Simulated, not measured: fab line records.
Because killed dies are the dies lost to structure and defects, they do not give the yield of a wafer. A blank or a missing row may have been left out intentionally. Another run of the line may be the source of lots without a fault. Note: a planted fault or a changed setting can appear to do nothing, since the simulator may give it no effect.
Which tool is to blame? || flow rit-cmos || 13 lots with 39 wafers sampled at 4 steps, on a route of 202 steps

== WHAT THE GAUGES SHOWED, per wafer ==
RIT_M1_CD_MEAS_09: target cd 2600 nm.
{"lot": "L631", "measured": "day 3 17:10", "on": "cd-sem-01", "cd-nm (nm)": "2600.4 2600.2 2598.6"}
{"lot": "L632", "measured": "day 3 19:21", "on": "cd-sem-02", "cd-nm (nm)": "2601.2 2603.4 2604.1"}
{"lot": "L633", "measured": "day 3 21:46", "on": "cd-sem-02", "cd-nm (nm)": "2601.7 2597.3 2599.7"}
{"lot": "L634", "measured": "day 4 02:14", "on": "cd-sem-01", "cd-nm (nm)": "2597.3 2599.4 2596.8"}
{"lot": "L635", "measured": "day 4 16:24", "on": "cd-sem-02", "cd-nm (nm)": "2604.4 2604.5 2602.2"}
{"lot": "L637", "measured": "day 4 15:47", "on": "cd-sem-01", "cd-nm (nm)": "2602.7 2600.5 2601.1"}
{"lot": "L640", "measured": "day 5 04:44", "on": "cd-sem-01", "cd-nm (nm)": "2597.2 2596.0 2596.9"}
{"lot": "L643", "measured": "day 5 20:34", "on": "cd-sem-01", "cd-nm (nm)": "2597.1 2600.9 2598.8"}
{"lot": "L644", "measured": "day 6 04:37", "on": "cd-sem-01", "cd-nm (nm)": "2600.1 2599.5 2599.6"}
{"lot": "L645", "measured": "day 6 06:20", "on": "cd-sem-01", "cd-nm (nm)": "2599.7 2601.5 2602.5"}
{"lot": "L647", "measured": "day 6 17:28", "on": "cd-sem-01", "cd-nm (nm)": "2599.3 2600.3 2600.2"}
{"lot": "L653", "measured": "day 8 12:37", "on": "cd-sem-01", "cd-nm (nm)": "2600.7 2600.4 2598.9"}
{"lot": "L654", "measured": "day 8 14:08", "on": "cd-sem-01", "cd-nm (nm)": "2603.9 2602.9 2602.9"}

== EACH LOT AND THE TOOL THAT RAN IT (in order: tool; ch and the chambers of the sampled wafers; start) ==
{"lot": "L631", "RIT_PRETRO_EXPOSE_03": "iline-stepper-01 ch 0, day 2 15:25", "RIT_SDANNEAL_RTA_03": "rtp-anneal-02 ch 0, day 3 12:15", "RIT_SILICIDE_RTA_04": "rtp-anneal-01 ch 0, day 3 13:08"}
{"lot": "L632", "RIT_PRETRO_EXPOSE_03": "iline-stepper-01 ch 0, day 2 18:02", "RIT_SDANNEAL_RTA_03": "rtp-anneal-01 ch 0, day 3 14:35", "RIT_SILICIDE_RTA_04": "rtp-anneal-02 ch 0, day 3 15:28"}
{"lot": "L633", "RIT_PRETRO_EXPOSE_03": "iline-stepper-02 ch 0, day 2 21:28", "RIT_SDANNEAL_RTA_03": "rtp-anneal-02 ch 0, day 3 16:42", "RIT_SILICIDE_RTA_04": "rtp-anneal-01 ch 0, day 3 17:35"}
{"lot": "L634", "RIT_PRETRO_EXPOSE_03": "iline-stepper-01 ch 0, day 2 23:47", "RIT_SDANNEAL_RTA_03": "rtp-anneal-01 ch 0, day 3 21:00", "RIT_SILICIDE_RTA_04": "rtp-anneal-02 ch 0, day 3 21:53"}
{"lot": "L635", "RIT_PRETRO_EXPOSE_03": "iline-stepper-02 ch 0, day 3 11:21", "RIT_SDANNEAL_RTA_03": "rtp-anneal-02 ch 0, day 4 10:49", "RIT_SILICIDE_RTA_04": "rtp-anneal-02 ch 0, day 4 11:42"}
{"lot": "L637", "RIT_PRETRO_EXPOSE_03": "iline-stepper-01 ch 0, day 3 14:06", "RIT_SDANNEAL_RTA_03": "rtp-anneal-02 ch 0, day 4 10:42", "RIT_SILICIDE_RTA_04": "rtp-anneal-01 ch 0, day 4 11:35"}
{"lot": "L640", "RIT_PRETRO_EXPOSE_03": "iline-stepper-01 ch 0, day 4 03:29", "RIT_SDANNEAL_RTA_03": "rtp-anneal-01 ch 0, day 5 00:02", "RIT_SILICIDE_RTA_04": "rtp-anneal-02 ch 0, day 5 00:56"}
{"lot": "L643", "RIT_PRETRO_EXPOSE_03": "iline-stepper-02 ch 0, day 4 20:13", "RIT_SDANNEAL_RTA_03": "rtp-anneal-02 ch 0, day 5 15:53", "RIT_SILICIDE_RTA_04": "rtp-anneal-01 ch 0, day 5 16:46"}
{"lot": "L644", "RIT_PRETRO_EXPOSE_03": "iline-stepper-01 ch 0, day 5 01:26", "RIT_SDANNEAL_RTA_03": "rtp-anneal-01 ch 0, day 5 23:49", "RIT_SILICIDE_RTA_04": "rtp-anneal-02 ch 0, day 6 00:42"}
{"lot": "L645", "RIT_PRETRO_EXPOSE_03": "iline-stepper-02 ch 0, day 5 07:02", "RIT_SDANNEAL_RTA_03": "rtp-anneal-02 ch 0, day 6 01:35", "RIT_SILICIDE_RTA_04": "rtp-anneal-01 ch 0, day 6 02:28"}
{"lot": "L647", "RIT_PRETRO_EXPOSE_03": "iline-stepper-01 ch 0, day 5 16:06", "RIT_SDANNEAL_RTA_03": "rtp-anneal-02 ch 0, day 6 12:41", "RIT_SILICIDE_RTA_04": "rtp-anneal-01 ch 0, day 6 13:34"}
{"lot": "L653", "RIT_PRETRO_EXPOSE_03": "iline-stepper-02 ch 0, day 7 05:57", "RIT_SDANNEAL_RTA_03": "rtp-anneal-02 ch 0, day 8 07:35", "RIT_SILICIDE_RTA_04": "rtp-anneal-01 ch 0, day 8 08:29"}
{"lot": "L654", "RIT_PRETRO_EXPOSE_03": "iline-stepper-02 ch 0, day 7 10:23", "RIT_SDANNEAL_RTA_03": "rtp-anneal-01 ch 0, day 8 09:29", "RIT_SILICIDE_RTA_04": "rtp-anneal-02 ch 0, day 8 10:22"}
- RIT_PRETRO_EXPOSE_03: exposes mask M5, target cd 43700 nm.
- RIT_SDANNEAL_RTA_03: time 5 s.
- RIT_SILICIDE_RTA_04: time 10 s, ramp up 5 s, ramp down 5 s.

== WHAT THE TOOLS THEMSELVES READ (means of the sampled wafers that have a number; where no wafer has one, the mark that the record gives instead) ==
RIT_SDANNEAL_RTA_03.
{"lot": "L631", "tool": "rtp-anneal-02", "wafer_temp_C_max": 1054.8}
{"lot": "L632", "tool": "rtp-anneal-01", "wafer_temp_C_max": 1053.5}
{"lot": "L633", "tool": "rtp-anneal-02", "wafer_temp_C_max": 1053.7}
{"lot": "L634", "tool": "rtp-anneal-01", "wafer_temp_C_max": 1053.8}
{"lot": "L635", "tool": "rtp-anneal-02", "wafer_temp_C_max": 1052.5}
{"lot": "L637", "tool": "rtp-anneal-02", "wafer_temp_C_max": 1052.7}
{"lot": "L640", "tool": "rtp-anneal-01", "wafer_temp_C_max": 1052.7}
{"lot": "L643", "tool": "rtp-anneal-02", "wafer_temp_C_max": 1053.0}
{"lot": "L644", "tool": "rtp-anneal-01", "wafer_temp_C_max": 1053.9}
{"lot": "L645", "tool": "rtp-anneal-02", "wafer_temp_C_max": 1053.7}
{"lot": "L647", "tool": "rtp-anneal-02", "wafer_temp_C_max": 1053.7}
{"lot": "L653", "tool": "rtp-anneal-02", "wafer_temp_C_max": 1052.8}
{"lot": "L654", "tool": "rtp-anneal-01", "wafer_temp_C_max": 1053.0}

RIT_SILICIDE_RTA_04.
{"lot": "L631", "tool": "rtp-anneal-01", "wafer_temp_C_max": 652.7}
{"lot": "L632", "tool": "rtp-anneal-02", "wafer_temp_C_max": 652.7}
{"lot": "L633", "tool": "rtp-anneal-01", "wafer_temp_C_max": 652.5}
{"lot": "L634", "tool": "rtp-anneal-02", "wafer_temp_C_max": 652.7}
{"lot": "L635", "tool": "rtp-anneal-02", "wafer_temp_C_max": 652.7}
{"lot": "L637", "tool": "rtp-anneal-01", "wafer_temp_C_max": 652.2}
{"lot": "L640", "tool": "rtp-anneal-02", "wafer_temp_C_max": 652.8}
{"lot": "L643", "tool": "rtp-anneal-01", "wafer_temp_C_max": 652.8}
{"lot": "L644", "tool": "rtp-anneal-02", "wafer_temp_C_max": 652.4}
{"lot": "L645", "tool": "rtp-anneal-01", "wafer_temp_C_max": 652.7}
{"lot": "L647", "tool": "rtp-anneal-01", "wafer_temp_C_max": 652.2}
{"lot": "L653", "tool": "rtp-anneal-01", "wafer_temp_C_max": 652.5}
{"lot": "L654", "tool": "rtp-anneal-02", "wafer_temp_C_max": 652.2}

== THE ANSWER, worked out from the rows above alone ==
Rule: usual is defined by the lots themselves. Put in order of their means at a reading, lots are off if they are a third of the lots or fewer, leave a main group of 4 or more, and stand apart from it by a gap of 3 or more times the standard deviation of the main group's means; of several such gaps the widest counts. A main group is skipped when, at the precision printed for the reading in the tables above, its means are all equal. Also off: a lot with no number at a reading for which 4 or more lots have one. The other lots that the step has rows for count as sound. First the gauges in route order, then the tools' own readings, where a lot's mean is used as printed above. At the first step where some lot is off, the reading lying furthest off is the one used; lots without a number count as furthest.
Across all readings shown, no lot is off: no conclusion can be drawn from this.

== WHAT THE SIMULATOR PUT IN ==
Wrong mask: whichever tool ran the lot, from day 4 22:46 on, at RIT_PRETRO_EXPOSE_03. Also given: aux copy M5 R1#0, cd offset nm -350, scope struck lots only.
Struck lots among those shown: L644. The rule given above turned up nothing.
